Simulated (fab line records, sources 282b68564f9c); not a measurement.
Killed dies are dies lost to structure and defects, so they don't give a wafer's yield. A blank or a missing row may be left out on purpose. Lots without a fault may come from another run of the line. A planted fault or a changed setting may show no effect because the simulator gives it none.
Split-lot experiment | flow rit_cmos | 5 lots, 23 wafers read, on a route of 202 steps

THE SPLIT
At RIT_NLDD_IMPLANT_08, the setting dose_cm2 was moved away from the recipe's 5e+14 on 4 of the 23 wafers read, by +7.0% to +7.2%. The other wafers ran this setting at the recipe's value.

FROM THE SPLIT TO THE READING: what the file shows between them, 6 steps
- RIT_PLDD_IMPLANT_08 (also split here: energy_kev)
- RIT_NSD_COAT_01: resist thk 1000 nm (also split here: spin_rpm)
- RIT_NSD_SOFTBAKE_02: time 60 s
- RIT_NSD_EXPOSE_03: exposes mask M9, target cd 40700 nm
- RIT_NSD_DEVELOP_05: develop time 50 s
- RIT_NSD_HARDBAKE_07: time 60 s

THE READING
etest.nldd.rs_ohm_sq (the simulator's own value, which no gauge read), at RIT_M1_PROBE_99. The file gives no usual value for it. The 19 wafers here that ran the recipe average 376.2, standard deviation 13.

wafer  | tool, chamber at the split | dose_cm2 as run | against the recipe | etest.nldd.rs_ohm_sq | against lot-mates on the recipe
L077.2 | implanter-03, 0            | 5e+14           | recipe             | 387.8                | -
L077.4 | implanter-03, 0            | 5e+14           | recipe             | 382.4                | -
L077.5 | implanter-03, 0            | 5e+14           | recipe             | 388                  | -
L078.1 | implanter-03, 0            | 5e+14           | recipe             | 392.2                | -
L078.3 | implanter-03, 0            | 5e+14           | recipe             | 389.1                | -
L078.4 | implanter-03, 0            | 5e+14           | recipe             | 388.5                | -
L078.5 | implanter-03, 0            | 5e+14           | recipe             | 385.2                | -
L078.6 | implanter-03, 0            | 5e+14           | recipe             | 385.6                | -
L079.1 | implanter-04, 0            | 5e+14           | recipe             | 377.8                | -
L079.2 | implanter-04, 0            | 5e+14           | recipe             | 387                  | -
L079.3 | implanter-04, 0            | 5.358e+14       | +7.2%              | 359.8                | -26.5
L079.5 | implanter-04, 0            | 5e+14           | recipe             | 394.1                | -
L079.6 | implanter-04, 0            | 5.358e+14       | +7.2%              | 362.5                | -23.8
L080.1 | implanter-03, 0            | 5e+14           | recipe             | 356.3                | -
L080.2 | implanter-03, 0            | 5e+14           | recipe             | 354.5                | -
L080.3 | implanter-03, 0            | 5e+14           | recipe             | 365.5                | -
L080.5 | implanter-03, 0            | 5e+14           | recipe             | 359                  | -
L080.6 | implanter-03, 0            | 5e+14           | recipe             | 365                  | -
L084.1 | implanter-04, 0            | 5.351e+14       | +7.0%              | 342                  | -21.4
L084.2 | implanter-04, 0            | 5.351e+14       | +7.0%              | 343.4                | -20.0
L084.3 | implanter-04, 0            | 5e+14           | recipe             | 361.4                | -
L084.4 | implanter-04, 0            | 5e+14           | recipe             | 363.6                | -
L084.5 | implanter-04, 0            | 5e+14           | recipe             | 365.2                | -

THE FIT
A straight line over all 23 wafers: etest.nldd.rs_ohm_sq changes by -3.41 for each +1% of dose_cm2; r = -0.58; the points scatter about the line by 13.
The same after taking each lot's own level away (the mean of its wafers on the recipe; 23 wafers): -3.24 for each +1%; r = -0.92; scatter 3.9.
On that fit, the largest move of dose_cm2 shifts the reading by 23.
The lots' own levels span 360.06 to 388.12, that is 2.1 times the standard deviation above.
So the lot-to-lot level blurs the effect unless lot-mates are compared.
Check: with one of the wafers moved furthest among these (+7.2%) left out of the fit, the line predicts -22 for it against its lot-mates. It came out at -26.5 against them.

OTHER SPLITS ON THESE WAFERS
These wafers also went through other splits before the reading. Each is held against what the fit with the lots' levels taken away leaves over:
other split on the same wafers    | wafers away from the commonest value | r with etest.nldd.rs_ohm_sq (lot level and that fit taken away)
RIT_ACTIVE_OXIDATION_01 ox_time_s | 18                                   | -0.09
RIT_FOX1_OXIDATION_00 temp_c      | 15                                   | +0.06
RIT_NWELL_IMPLANT_08 dose_cm2     | 12                                   | -0.08
RIT_PWELL_COAT_01 spin_rpm        | 9                                    | -0.04
RIT_PRETRO_SOFTBAKE_02 temp_c     | 8                                    | +0.07
RIT_GATE_SOFTBAKE_12 temp_c       | 7                                    | +0.12
RIT_PLDD_IMPLANT_08 energy_kev    | 6                                    | -0.23
RIT_NSD_COAT_01 spin_rpm          | 10                                   | +0.06

THE FILE'S OWN FIT
etest.nldd.rs_ohm_sq changes by -3.23 for each +1% of dose_cm2, r = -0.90.
